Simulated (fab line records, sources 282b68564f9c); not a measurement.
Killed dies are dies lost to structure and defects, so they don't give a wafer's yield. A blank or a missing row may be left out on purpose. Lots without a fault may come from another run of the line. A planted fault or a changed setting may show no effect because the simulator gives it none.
Which tool did it? | flow rit_cmos | 12 lots, 36 wafers sampled, at 4 steps of a route of 202

WHAT THE GAUGES READ, wafer by wafer
RIT_ACTIVE_CD_MEAS_90: target cd 1400 nm. Usual: cd_nm 1400.4 nm, standard deviation 2.6.
lot  | measured    | on        | cd_nm (nm)           | flag
L265 | day 1 15:20 | cd_sem-01 | 1401.8 1401.1 1402.4 |
L266 | day 1 22:55 | cd_sem-01 | 1400.6 1400.9 1402.7 |
L269 | day 2 12:11 | cd_sem-01 | 1403.2 1400.9 1402.2 |
L270 | day 2 19:38 | cd_sem-02 | 1396.5 1401.3 1398.6 |
L271 | day 2 23:02 | cd_sem-02 | 1401.5 1402.2 1401.1 |
L273 | day 3 08:35 | cd_sem-02 | 1399.9 1400.0 1398.9 |
L280 | day 4 21:45 | cd_sem-02 | 1403.5 1405.3 1403.0 |
L281 | day 5 03:10 | cd_sem-02 | 1399.0 1402.6 1402.6 |
L285 | day 5 21:57 | cd_sem-02 | 1399.9 1397.2 1398.8 |
L286 | day 6 04:56 | cd_sem-01 | 1407.5 1404.5 1405.7 |
L287 | day 6 10:34 | cd_sem-01 | 1400.1 1402.5 1401.4 |
L288 | day 6 12:52 | cd_sem-02 | 1401.0 1399.9 1398.7 |

RIT_REOX_THK_MEAS_04. Usual: REOX_OXIDE_THK 25.1 nm, standard deviation 0.54.
lot  | measured    | on            | REOX_OXIDE_THK (nm) | flag
L265 | day 3 03:02 | film_metro-03 | 24.8 25.0 24.8      |
L266 | day 3 09:10 | film_metro-03 | 25.3 25.5 25.4      |
L269 | day 3 22:18 | film_metro-03 | 25.3 25.1 24.9      |
L270 | day 4 09:08 | film_metro-04 | 25.0 24.7 24.6      |
L271 | day 4 17:11 | film_metro-01 | 24.3 24.0 24.3      |
L273 | day 4 17:11 | film_metro-03 | 24.4 24.5 24.4      |
L280 | day 6 19:47 | film_metro-03 | 26.0 25.6 25.6      |
L281 | day 7 03:40 | film_metro-01 | 25.3 25.0 25.4      |
L285 | day 7 13:31 | film_metro-03 | 25.3 25.3 24.9      |
L286 | day 7 16:05 | film_metro-03 | 24.7 25.1 24.7      |
L287 | day 7 16:04 | film_metro-04 | 25.2 25.6 25.0      |
L288 | day 7 19:58 | film_metro-03 | 25.7 25.5 25.7      |

RIT_M1_BOW_MEAS_16. Usual: M1_BOW 17 um, standard deviation 6.7.
lot  | measured    | on            | M1_BOW (um) | flag
L265 | day 3 20:16 | film_metro-04 | 8 2 24      |
L266 | day 4 01:40 | film_metro-02 | 14 18 8     |
L269 | day 4 15:29 | film_metro-02 | 18 9 19     |
L270 | day 5 01:29 | film_metro-01 | 23 25 20    |
L271 | day 5 09:33 | film_metro-02 | 24 5 1      |
L273 | day 5 14:24 | film_metro-04 | 15 27 23    |
L280 | day 7 12:23 | film_metro-04 | 7 13 4      |
L281 | day 7 22:29 | film_metro-01 | 20 28 23    |
L285 | day 8 06:53 | film_metro-04 | 14 4 16     |
L286 | day 8 10:51 | film_metro-04 | 27 17 18    |
L287 | day 8 12:20 | film_metro-04 | 29 16 24    |
L288 | day 8 14:26 | film_metro-04 | 13 19 22    |

WHICH TOOL RAN EACH LOT (tool, then ch and the chambers of the sampled wafers, then the start)
lot  | RIT_FOX1_OXIDATION_00
L265 | furnace-01 ch 0, day 1 19:05
L266 | furnace-01 ch 0, day 2 02:46
L269 | furnace-04 ch 0, day 2 14:01
L270 | furnace-03 ch 0, day 2 20:08
L271 | furnace-04 ch 0, day 3 00:59
L273 | furnace-04 ch 0, day 3 09:10
L280 | furnace-01 ch 0, day 5 02:35
L281 | furnace-01 ch 0, day 5 06:55
L285 | furnace-04 ch 0, day 6 03:38
L286 | furnace-04 ch 0, day 6 10:08
L287 | furnace-03 ch 0, day 6 13:21
L288 | furnace-03 ch 0, day 6 13:21
- RIT_FOX1_OXIDATION_00: target thk 350.7 nm, ox time 1130 s.

WHAT THE TOOLS THEMSELVES READ (means of the sampled wafers that have a number; where no wafer has one, the mark that the record gives instead)
The record holds no such reading with a usual standard deviation.

THE ANSWER, worked out from the rows above alone
Rule: a lot is off if the mean of its wafers that have a number lies more than 3 standard deviations from the usual mean. A lot without any number at a reading at which 4 lots or more have one is off too. The other lots that the step has rows for count as sound. The gauges are gone through in route order, then the tools' own readings, and for those a lot's mean is taken as printed above. The first step at which some lot is off is used, and at that step the reading that is off furthest; a lot without a number counts as furthest.
No lot is off at any reading shown: from this, nothing can be told.

WHAT THE SIMULATOR HAD PUT IN
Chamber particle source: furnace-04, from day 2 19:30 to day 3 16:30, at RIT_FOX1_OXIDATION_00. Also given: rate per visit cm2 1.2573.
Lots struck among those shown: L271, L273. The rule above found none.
